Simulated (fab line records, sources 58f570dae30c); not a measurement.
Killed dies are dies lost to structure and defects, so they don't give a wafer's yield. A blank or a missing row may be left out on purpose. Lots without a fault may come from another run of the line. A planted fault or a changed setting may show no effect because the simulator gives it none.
Which tool did it? | flow berkeley_cmos170 | 14 lots, 42 wafers sampled, at 5 steps of a route of 331

WHAT THE GAUGES READ, wafer by wafer
UCB170_GATE_THK_MEAS_02.
lot  | measured     | on            | GATE_OXIDE_THK (nm)
L579 | day 7 01:27  | film_metro-01 | 6.57 6.66 6.62
L578 | day 7 03:32  | film_metro-01 | 6.53 6.48 6.58
L582 | day 7 11:58  | film_metro-01 | 6.80 6.61 6.66
L584 | day 7 19:07  | film_metro-01 | 6.59 6.75 6.51
L585 | day 7 19:07  | film_metro-03 | 6.66 6.53 6.52
L583 | day 7 19:08  | film_metro-04 | 6.55 6.54 6.54
L586 | day 8 23:37  | film_metro-01 | 6.59 6.47 6.57
L592 | day 9 07:25  | film_metro-04 | 6.86 6.81 6.73
L590 | day 9 07:26  | film_metro-04 | 6.66 6.62 6.56
L591 | day 9 07:26  | film_metro-01 | 6.50 6.53 6.67
L587 | day 9 07:28  | film_metro-03 | 6.60 6.57 6.53
L599 | day 11 01:38 | film_metro-01 | 6.45 6.57 6.49
L600 | day 11 01:39 | film_metro-03 | 6.55 6.47 6.53
L601 | day 11 09:58 | film_metro-01 | 6.57 6.50 6.48

UCB170_NLDD_TW_MEAS_11.
lot  | measured     | on            | NLDD_TW
L579 | day 7 16:20  | film_metro-01 | 2230 2223 2235
L578 | day 7 16:41  | film_metro-02 | 2223 2226 2223
L582 | day 7 23:26  | film_metro-02 | 2212 2215 2198
L584 | day 8 12:10  | film_metro-01 | 2232 2212 2235
L585 | day 8 12:09  | film_metro-03 | 2180 2185 2194
L583 | day 8 11:54  | film_metro-02 | 2196 2201 2203
L586 | day 9 13:22  | film_metro-03 | 2181 2181 2170
L592 | day 9 21:04  | film_metro-01 | 2219 2220 2224
L590 | day 10 00:58 | film_metro-03 | 2112 2125 2102
L591 | day 10 01:29 | film_metro-03 | 2180 2181 2178
L587 | day 10 01:47 | film_metro-03 | 2104 2110 2112
L599 | day 11 12:53 | film_metro-02 | 2210 2209 2210
L600 | day 11 13:09 | film_metro-02 | 2212 2203 2200
L601 | day 11 21:17 | film_metro-03 | 2177 2173 2182

UCB170_SDANNEAL_RS_MEAS_05: measures by four-point-probe.
lot  | measured     | on            | NLDD_RS (ohm/sq)
L579 | day 8 09:16  | film_metro-03 | 618.5 615.9 617.1
L578 | day 8 09:55  | film_metro-03 | 615.3 615.7 616.5
L582 | day 8 12:23  | film_metro-02 | 621.7 618.7 619.1
L584 | day 9 01:02  | film_metro-03 | 614.0 614.5 614.9
L585 | day 9 01:19  | film_metro-01 | 618.1 616.2 616.1
L583 | day 9 00:37  | film_metro-01 | 617.8 617.8 617.0
L586 | day 10 00:20 | film_metro-02 | 619.5 618.9 616.9
L592 | day 10 08:42 | film_metro-03 | 613.1 614.8 614.6
L590 | day 10 13:55 | film_metro-02 | 669.7 672.0 671.8
L591 | day 10 14:23 | film_metro-02 | 616.4 616.5 615.9
L587 | day 10 14:51 | film_metro-03 | 666.9 667.6 665.1
L599 | day 11 23:25 | film_metro-01 | 613.1 615.7 615.6
L600 | day 11 23:58 | film_metro-02 | 616.7 619.8 617.7
L601 | day 12 08:29 | film_metro-03 | 615.7 615.2 613.7

UCB170_CONTACT_THK_MEAS_02.
lot  | measured     | on            | CONTACT_PSG_THK (nm)
L579 | day 8 11:43  | film_metro-01 | 689 692 691
L578 | day 8 13:35  | film_metro-03 | 695 695 693
L582 | day 8 15:44  | film_metro-04 | 700 699 706
L584 | day 9 03:35  | film_metro-03 | 701 703 700
L585 | day 9 04:50  | film_metro-03 | 698 698 705
L583 | day 9 03:08  | film_metro-01 | 702 706 703
L586 | day 10 02:48 | film_metro-03 | 711 711 709
L592 | day 10 11:08 | film_metro-03 | 695 687 690
L590 | day 10 16:22 | film_metro-03 | 703 690 698
L591 | day 10 18:09 | film_metro-04 | 698 699 700
L587 | day 10 18:10 | film_metro-01 | 691 690 690
L599 | day 12 03:25 | film_metro-01 | 700 694 694
L600 | day 12 07:07 | film_metro-04 | 706 702 704
L601 | day 12 10:56 | film_metro-03 | 688 686 691

WHICH TOOL RAN EACH LOT (tool, then ch and the chambers of the sampled wafers, then the start)
lot  | UCB170_NLDD_IMPLANT_09
L579 | implanter-03 ch 0, day 7 16:07
L578 | implanter-01 ch 0, day 7 16:26
L582 | implanter-04 ch 0, day 7 23:11
L584 | implanter-01 ch 0, day 8 11:55
L585 | implanter-04 ch 0, day 8 11:54
L583 | implanter-03 ch 0, day 8 11:40
L586 | implanter-03 ch 0, day 9 13:07
L592 | implanter-03 ch 0, day 9 20:52
L590 | implanter-03 ch 0, day 10 00:43
L591 | implanter-04 ch 0, day 10 01:14
L587 | implanter-03 ch 0, day 10 01:34
L599 | implanter-01 ch 0, day 11 12:38
L600 | implanter-04 ch 0, day 11 12:55
L601 | implanter-04 ch 0, day 11 21:03
- UCB170_NLDD_IMPLANT_09

WHAT THE TOOLS THEMSELVES READ (means of the sampled wafers that have a number; where no wafer has one, the mark that the record gives instead)
UCB170_NLDD_IMPLANT_09.
lot  | tool         | dose_ions_cm2 | end_station_pressure_torr (Torr) | faraday_current_uA
L579 | implanter-03 | 5e+13         | 5.34e-06                         | 160.6
L578 | implanter-01 | 5e+13         | 4.87e-06                         | 158.6
L582 | implanter-04 | 5e+13         | 5.19e-06                         | 154.9
L584 | implanter-01 | 5e+13         | 5.10e-06                         | 154.4
L585 | implanter-04 | 5e+13         | 4.91e-06                         | 158.2
L583 | implanter-03 | 5e+13         | 5.06e-06                         | 156.8
L586 | implanter-03 | 5e+13         | 5.16e-06                         | 155.3
L592 | implanter-03 | 5e+13         | 4.83e-06                         | 160.1
L590 | implanter-03 | 4e+13         | 4.83e-06                         | 121.9
L591 | implanter-04 | 5e+13         | 5.40e-06                         | 158.4
L587 | implanter-03 | 4e+13         | 5.12e-06                         | 123.9
L599 | implanter-01 | 5e+13         | 5.48e-06                         | 161.6
L600 | implanter-04 | 5e+13         | 5.06e-06                         | 160.4
L601 | implanter-04 | 5e+13         | 5.38e-06                         | 160.3

THE ANSWER, worked out from the rows above alone
Rule: what is usual is taken from the lots themselves. Put in order of their means at a reading, lots are off if they are a third of the lots or fewer, leave a main group of 4 or more, and stand apart from it by a gap of 3 or more times the standard deviation of the main group's means; of several such gaps the widest counts. A main group whose means are all the same, to the digits that the tables above print for the reading, isn't used. A lot without any number at a reading at which 4 lots or more have one is off too. The other lots that the step has rows for count as sound. The gauges are gone through in route order, then the tools' own readings, and for those a lot's mean is taken as printed above. The first step at which some lot is off is used, and at that step the reading that is off furthest; a lot without a number counts as furthest.
Off: L590, L587, at UCB170_NLDD_TW_MEAS_11 (NLDD_TW). The main group: mean 2204, standard deviation 19.
A tool fits if, at a process step before that reading, it ran every lot that is off, and no sound lot after the first of them. The gauges at UCB170_NLDD_TW_MEAS_11 aren't tried: what is off there is off at UCB170_NLDD_IMPLANT_09 too, on other tools, and a gauge's error can't cause that. One fits: implanter-03 at UCB170_NLDD_IMPLANT_09. Its last sound lot is L592 (day 9 20:52), its first lot that is off L590 (day 10 00:43): a fault that began between those two fits.
The tool's own readings at UCB170_NLDD_IMPLANT_09 bear it out: on the lots that are off they differ by more than 5 times the standard deviation of the sound lots' means. dose_ions_cm2 reads 4e+13 there against 5e+13 on the sound lots; faraday_current_uA reads 122.9 there against 158.3 on the sound lots.

WHAT THE SIMULATOR HAD PUT IN
Process parameter drift: implanter-03, from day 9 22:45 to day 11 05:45, at UCB170_NLDD_IMPLANT_09. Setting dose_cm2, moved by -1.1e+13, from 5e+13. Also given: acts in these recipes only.
Lots struck among those shown: L590, L587. The rule above found the same.
